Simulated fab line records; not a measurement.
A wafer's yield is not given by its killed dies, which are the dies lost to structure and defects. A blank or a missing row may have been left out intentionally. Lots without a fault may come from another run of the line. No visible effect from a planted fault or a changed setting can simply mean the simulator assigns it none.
8D (eight disciplines) problem report, filled in by code -- flow berkeleyCmos170 -- the parts of the form that need people (team, actions taken, sign-off) are left out

1. THE PROBLEM
Across 6 wafers from 2 lots, M3_AL_RS at UCB170_M3_RS_MEAS_02 averages 0.0300 ohm/sq, while fault-free wafers read 0.0322 ohm/sq with a standard deviation of 0.00033. Measured from the usual mean, that is -6.6 standard deviations.
The step: measures by four-point-probe.
First observed at day 11 15:02: wafer L718.1, on filmMetro-03. Wafers with a number at this step in the record: 42, from 14 lots. The rule behind "out" and "out of limits": a value lying over 4 standard deviations away from the usual mean. The rest of the wafers with a number are treated as sound.

2. WHAT THIS IS AND IS NOT
question,is,is not
which readings at this step,M3_AL_RS,-
which lots,"L717, L718","L704, L705, L706, L708, L709, L712, L716, L721, L722, L723, L724, L725"
which wafers of those lots,all that have a number,-
read on which gauges,filmMetro-03,"filmMetro-01, filmMetro-02"
when,from day 11 15:02,"up to then (21 sound wafers); but 15 sound wafers of L721, L722, L723, L724, L725 came after"

3. THE SUSPECTS, EACH WITH WHAT RULES IT OUT
Counting: any tool at a process step up to the reading is kept as a suspect provided that every lot that is out went through it and no sound lot did after the first of them.
- the gauge at UCB170_M3_RS_MEAS_02: kept. All the wafers that are out were read on filmMetro-03, and no step on other tools shows them out.
- pvdSputter-02 at UCB170_M3_SPUTTER_01 (material Al, target thk 900 nm, time 120 s): kept. It ran every lot that is out, first L718 (day 11 14:57), and no sound lot after that; its last sound lot up to then is L709 (day 9 23:35).
Remaining after the count are pvdSputter-02 at UCB170_M3_SPUTTER_01 and filmMetro-03 at UCB170_M3_RS_MEAS_02.

4. THE CAUSE (what the simulator had put in)
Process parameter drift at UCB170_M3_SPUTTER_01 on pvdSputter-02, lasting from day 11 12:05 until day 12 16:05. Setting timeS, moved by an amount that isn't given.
Counting left 2 suspects, and this tool is among them.

5. THE CHAIN OF EFFECTS, in route order
Each row: a reading whose mean over the struck wafers that have a number lies more than 3 standard deviations from the usual. Only readings for which the record gives a usual standard deviation are gone through. hours: the time from each lot's start at the first step in this table that gives one to its start at this step, as a median over the lots. sigmas: the change in usual standard deviations.
hours,step,reading,usual,on struck wafers,change,sigmas
0,UCB170_M3_RS_MEAS_02,M3_AL_RS,0.0322 ohm/sq,0.0300,-0.0022,-6.6
0,UCB170_M3_THK_MEAS_03,M3_AL_THK,910 nm,970,+60,+5.4
At these later measuring or inspecting steps, every struck wafer for which the step has a row has a number for every such reading, and none has moved that far: UCB170_M3_OVL_MEAS_16.

6. HOW IT WOULD HAVE BEEN CAUGHT EARLIER
3 hours passed between the start of the fault at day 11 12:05 and the first reading out of limits at a measuring or inspecting step in this record, taken at day 11 15:02.
Tool readings at UCB170_M3_SPUTTER_01 with a usual standard deviation given in the record: none out on any struck wafer, hence no alarm at a limit of 4 standard deviations on them.
Lots out: 2; of these, L717 started UCB170_M3_SPUTTER_01 on pvdSputter-02 after day 11 15:02. A hold on the tool at that time would have spared it.
